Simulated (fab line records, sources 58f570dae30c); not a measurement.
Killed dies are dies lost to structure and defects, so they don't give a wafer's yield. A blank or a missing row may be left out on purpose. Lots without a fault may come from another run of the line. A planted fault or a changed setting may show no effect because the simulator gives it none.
Which tool did it? | flow berkeley_cmos170 | 15 lots, 45 wafers sampled, at 2 steps of a route of 331

WHAT THE GAUGES READ, wafer by wafer
UCB170_SPACER_THK_MEAS_01.
lot  | measured     | on            | SPACER_TEOS_THK (nm)
L647 | day 6 08:47  | film_metro-04 | 377 380 382
L649 | day 6 22:29  | film_metro-01 | 376 380 379
L652 | day 6 22:29  | film_metro-04 | 376 378 373
L650 | day 6 22:50  | film_metro-03 | 418 424 425
L651 | day 7 00:05  | film_metro-04 | 367 370 379
L653 | day 7 09:35  | film_metro-01 | 426 430 432
L655 | day 7 22:47  | film_metro-04 | 418 421 419
L657 | day 8 08:40  | film_metro-01 | 372 375 373
L661 | day 8 23:43  | film_metro-04 | 375 371 377
L662 | day 9 11:55  | film_metro-03 | 377 372 377
L663 | day 9 12:28  | film_metro-01 | 372 377 379
L665 | day 10 11:07 | film_metro-01 | 372 375 374
L666 | day 10 11:23 | film_metro-01 | 375 376 381
L668 | day 10 19:10 | film_metro-01 | 370 382 373
L669 | day 10 19:32 | film_metro-03 | 375 372 382

WHICH TOOL RAN EACH LOT (tool, then ch and the chambers of the sampled wafers, then the start)
lot  | UCB170_SPACER_CVD_00
L647 | pecvd-04 ch 0,2, day 6 08:45
L649 | pecvd-04 ch 0,1,2, day 6 22:26
L652 | pecvd-03 ch 0,1, day 6 22:26
L650 | pecvd-04 ch 0,1,2, day 6 22:47
L651 | pecvd-03 ch 0,1,2, day 7 00:02
L653 | pecvd-04 ch 0,1, day 7 09:31
L655 | pecvd-04 ch 1,2, day 7 22:44
L657 | pecvd-02 ch 0,2, day 8 08:37
L661 | pecvd-02 ch 0,2, day 8 23:40
L662 | pecvd-02 ch 0,1,2, day 9 11:52
L663 | pecvd-03 ch 0,1, day 9 12:25
L665 | pecvd-02 ch 0,2, day 10 11:04
L666 | pecvd-03 ch 1,2, day 10 11:20
L668 | pecvd-03 ch 0,2, day 10 19:07
L669 | pecvd-04 ch 0,1,2, day 10 19:29
- UCB170_SPACER_CVD_00: deposits SiO2 from TEOS/O2, target thk 376 nm, time 47 s.

WHAT THE TOOLS THEMSELVES READ (means of the sampled wafers that have a number; where no wafer has one, the mark that the record gives instead)
UCB170_SPACER_CVD_00.
lot  | tool     | heater_power_w (W)
L647 | pecvd-04 | 272
L649 | pecvd-04 | 289
L652 | pecvd-03 | 272
L650 | pecvd-04 | 257
L651 | pecvd-03 | 252
L653 | pecvd-04 | 236
L655 | pecvd-04 | 307
L657 | pecvd-02 | 282
L661 | pecvd-02 | 300
L662 | pecvd-02 | 291
L663 | pecvd-03 | 225
L665 | pecvd-02 | 286
L666 | pecvd-03 | 230
L668 | pecvd-03 | 248
L669 | pecvd-04 | 291

THE ANSWER, worked out from the rows above alone
Rule: what is usual is taken from the lots themselves. Put in order of their means at a reading, lots are off if they are a third of the lots or fewer, leave a main group of 4 or more, and stand apart from it by a gap of 3 or more times the standard deviation of the main group's means; of several such gaps the widest counts. A main group whose means are all the same, to the digits that the tables above print for the reading, isn't used. A lot without any number at a reading at which 4 lots or more have one is off too. The other lots that the step has rows for count as sound. The gauges are gone through in route order, then the tools' own readings, and for those a lot's mean is taken as printed above. The first step at which some lot is off is used, and at that step the reading that is off furthest; a lot without a number counts as furthest.
Off: L650, L653, L655, at UCB170_SPACER_THK_MEAS_01 (SPACER_TEOS_THK). The main group: mean 376 nm, standard deviation 2.1.
A tool fits if, at a process step before that reading, it ran every lot that is off, and no sound lot after the first of them. The gauges at UCB170_SPACER_THK_MEAS_01 are tried like those tools. None of those tried fits.

WHAT THE SIMULATOR HAD PUT IN
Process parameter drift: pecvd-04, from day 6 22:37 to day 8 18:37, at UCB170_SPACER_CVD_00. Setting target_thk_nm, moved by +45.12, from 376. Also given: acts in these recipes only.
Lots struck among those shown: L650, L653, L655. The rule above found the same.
